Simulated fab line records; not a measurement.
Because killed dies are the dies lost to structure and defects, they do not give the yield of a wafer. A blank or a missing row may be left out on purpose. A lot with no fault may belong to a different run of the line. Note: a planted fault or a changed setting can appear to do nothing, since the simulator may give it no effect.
Split-lot trial || flow rit-cmos || route with 202 steps; 5 lots, 23 wafers read

ON THE SPLIT
At RIT_PWELL_SOFTBAKE_02 (time 60 s), the setting temp-c was moved away from the recipe's 90 C on 9 of the 23 wafers read, by -3.9% to +3.0%. The other wafers ran this setting at the recipe's value.

FROM THE SPLIT TO THE READING: what the file shows between them, 2 steps
- RIT_PWELL_EXPOSE_03: exposes mask M3, target cd 43700 nm
- RIT_PWELL_PEB_04

THE READING
NOVOLAK_of_PWELL_COAT_01.thk-nm (the simulator's own value, which no gauge read), in nm, at RIT_PWELL_DEVELOP_05 (develop time 68 s). There is no usual value for it anywhere in the file. Average 1300 nm, standard deviation 3.4 nm, over the 14 wafers here run with the recipe.

{"wafer": "L075.1", "tool, chamber at the split": "litho-track-03, 0", "temp-c as run, C": 87.49, "against the recipe": "-2.8%", "NOVOLAK_of_PWELL_COAT_01.thk-nm, nm": 1310, "against lot-mates on the recipe": "+6"}
{"wafer": "L075.2", "tool, chamber at the split": "litho-track-03, 0", "temp-c as run, C": 90, "against the recipe": "recipe", "NOVOLAK_of_PWELL_COAT_01.thk-nm, nm": 1303, "against lot-mates on the recipe": "-"}
{"wafer": "L075.4", "tool, chamber at the split": "litho-track-03, 0", "temp-c as run, C": 87.49, "against the recipe": "-2.8%", "NOVOLAK_of_PWELL_COAT_01.thk-nm, nm": 1317, "against lot-mates on the recipe": "+12"}
{"wafer": "L075.5", "tool, chamber at the split": "litho-track-03, 0", "temp-c as run, C": 87.49, "against the recipe": "-2.8%", "NOVOLAK_of_PWELL_COAT_01.thk-nm, nm": 1313, "against lot-mates on the recipe": "+8"}
{"wafer": "L075.6", "tool, chamber at the split": "litho-track-03, 0", "temp-c as run, C": 90, "against the recipe": "recipe", "NOVOLAK_of_PWELL_COAT_01.thk-nm, nm": 1306, "against lot-mates on the recipe": "-"}
{"wafer": "L076.2", "tool, chamber at the split": "litho-track-03, 0", "temp-c as run, C": 90, "against the recipe": "recipe", "NOVOLAK_of_PWELL_COAT_01.thk-nm, nm": 1301, "against lot-mates on the recipe": "-"}
{"wafer": "L076.5", "tool, chamber at the split": "litho-track-03, 0", "temp-c as run, C": 90, "against the recipe": "recipe", "NOVOLAK_of_PWELL_COAT_01.thk-nm, nm": 1301, "against lot-mates on the recipe": "-"}
{"wafer": "L076.3", "tool, chamber at the split": "litho-track-03, 0", "temp-c as run, C": 88.97, "against the recipe": "-1.1%", "NOVOLAK_of_PWELL_COAT_01.thk-nm, nm": 1305, "against lot-mates on the recipe": "+5"}
{"wafer": "L076.6", "tool, chamber at the split": "litho-track-03, 0", "temp-c as run, C": 88.97, "against the recipe": "-1.1%", "NOVOLAK_of_PWELL_COAT_01.thk-nm, nm": 1305, "against lot-mates on the recipe": "+5"}
{"wafer": "L076.4", "tool, chamber at the split": "litho-track-03, 0", "temp-c as run, C": 90, "against the recipe": "recipe", "NOVOLAK_of_PWELL_COAT_01.thk-nm, nm": 1298, "against lot-mates on the recipe": "-"}
{"wafer": "L077.1", "tool, chamber at the split": "litho-track-04, 0", "temp-c as run, C": 90, "against the recipe": "recipe", "NOVOLAK_of_PWELL_COAT_01.thk-nm, nm": 1296, "against lot-mates on the recipe": "-"}
{"wafer": "L077.3", "tool, chamber at the split": "litho-track-04, 0", "temp-c as run, C": 90, "against the recipe": "recipe", "NOVOLAK_of_PWELL_COAT_01.thk-nm, nm": 1296, "against lot-mates on the recipe": "-"}
{"wafer": "L077.2", "tool, chamber at the split": "litho-track-04, 0", "temp-c as run, C": 86.46, "against the recipe": "-3.9%", "NOVOLAK_of_PWELL_COAT_01.thk-nm, nm": 1309, "against lot-mates on the recipe": "+14"}
{"wafer": "L077.4", "tool, chamber at the split": "litho-track-04, 0", "temp-c as run, C": 86.46, "against the recipe": "-3.9%", "NOVOLAK_of_PWELL_COAT_01.thk-nm, nm": 1309, "against lot-mates on the recipe": "+14"}
{"wafer": "L077.5", "tool, chamber at the split": "litho-track-04, 0", "temp-c as run, C": 90, "against the recipe": "recipe", "NOVOLAK_of_PWELL_COAT_01.thk-nm, nm": 1294, "against lot-mates on the recipe": "-"}
{"wafer": "L079.2", "tool, chamber at the split": "litho-track-03, 0", "temp-c as run, C": 90, "against the recipe": "recipe", "NOVOLAK_of_PWELL_COAT_01.thk-nm, nm": 1305, "against lot-mates on the recipe": "-"}
{"wafer": "L079.4", "tool, chamber at the split": "litho-track-03, 0", "temp-c as run, C": 90, "against the recipe": "recipe", "NOVOLAK_of_PWELL_COAT_01.thk-nm, nm": 1302, "against lot-mates on the recipe": "-"}
{"wafer": "L079.5", "tool, chamber at the split": "litho-track-03, 0", "temp-c as run, C": 90, "against the recipe": "recipe", "NOVOLAK_of_PWELL_COAT_01.thk-nm, nm": 1301, "against lot-mates on the recipe": "-"}
{"wafer": "L083.1", "tool, chamber at the split": "litho-track-02, 0", "temp-c as run, C": 92.66, "against the recipe": "+3.0%", "NOVOLAK_of_PWELL_COAT_01.thk-nm, nm": 1290, "against lot-mates on the recipe": -8}
{"wafer": "L083.2", "tool, chamber at the split": "litho-track-02, 0", "temp-c as run, C": 90, "against the recipe": "recipe", "NOVOLAK_of_PWELL_COAT_01.thk-nm, nm": 1299, "against lot-mates on the recipe": "-"}
{"wafer": "L083.6", "tool, chamber at the split": "litho-track-02, 0", "temp-c as run, C": 90, "against the recipe": "recipe", "NOVOLAK_of_PWELL_COAT_01.thk-nm, nm": 1299, "against lot-mates on the recipe": "-"}
{"wafer": "L083.3", "tool, chamber at the split": "litho-track-02, 0", "temp-c as run, C": 90, "against the recipe": "recipe", "NOVOLAK_of_PWELL_COAT_01.thk-nm, nm": 1297, "against lot-mates on the recipe": "-"}
{"wafer": "L083.4", "tool, chamber at the split": "litho-track-02, 0", "temp-c as run, C": 92.66, "against the recipe": "+3.0%", "NOVOLAK_of_PWELL_COAT_01.thk-nm, nm": 1288, "against lot-mates on the recipe": -10}

FIT RESULTS
A straight line over all 23 wafers: NOVOLAK_of_PWELL_COAT_01.thk-nm changes by -3.48 nm for each +1% of temp-c; r = -0.87; the points scatter about the line by 3.6 nm.
The same after taking each lot's own level away (the mean of its wafers on the recipe; 23 wafers): -3.31 nm for each +1%; r = -0.96; scatter 1.6 nm.
That fit puts the effect of the largest move of temp-c on the reading at 13 nm.
From 1295.3 to 1304.5 nm: that is the span of the lots' own levels, equal to 2.7 times the standard deviation above.
The two slopes are in agreement: the lot-to-lot level therefore moves the slope only a little.
Check: +13 nm against its lot-mates is what the line predicts for one of the wafers moved furthest among these (-3.9%) when that wafer is left out of the fit. It came out at +13.7 nm against them.

THESE WAFERS: OTHER SPLITS
Before the reading, these wafers also passed through other splits. Each is held against what the fit with the lots' levels taken away leaves over:
{"other split on the same wafers": "RIT_ACTIVE_CVD_03 temp-c", "wafers away from the commonest value": 15, "r with NOVOLAK_of_PWELL_COAT_01.thk-nm (lot level and that fit taken away)": "+0.06"}
{"other split on the same wafers": "RIT_ACTIVE_COAT_06 resist-thk-nm", "wafers away from the commonest value": 6, "r with NOVOLAK_of_PWELL_COAT_01.thk-nm (lot level and that fit taken away)": -0.20}
{"other split on the same wafers": "RIT_ACTIVE_SOFTBAKE_07 temp-c", "wafers away from the commonest value": 5, "r with NOVOLAK_of_PWELL_COAT_01.thk-nm (lot level and that fit taken away)": "+0.13"}
{"other split on the same wafers": "RIT_ACTIVE_ETCH_13 time-s", "wafers away from the commonest value": 9, "r with NOVOLAK_of_PWELL_COAT_01.thk-nm (lot level and that fit taken away)": -0.15}
{"other split on the same wafers": "RIT_NWELL_COAT_01 resist-thk-nm", "wafers away from the commonest value": 6, "r with NOVOLAK_of_PWELL_COAT_01.thk-nm (lot level and that fit taken away)": "+0.44"}

THE FILE'S OWN FIT
NOVOLAK_of_PWELL_COAT_01.thk-nm changes by -3.34 nm for each +1% of temp-c, r = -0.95.
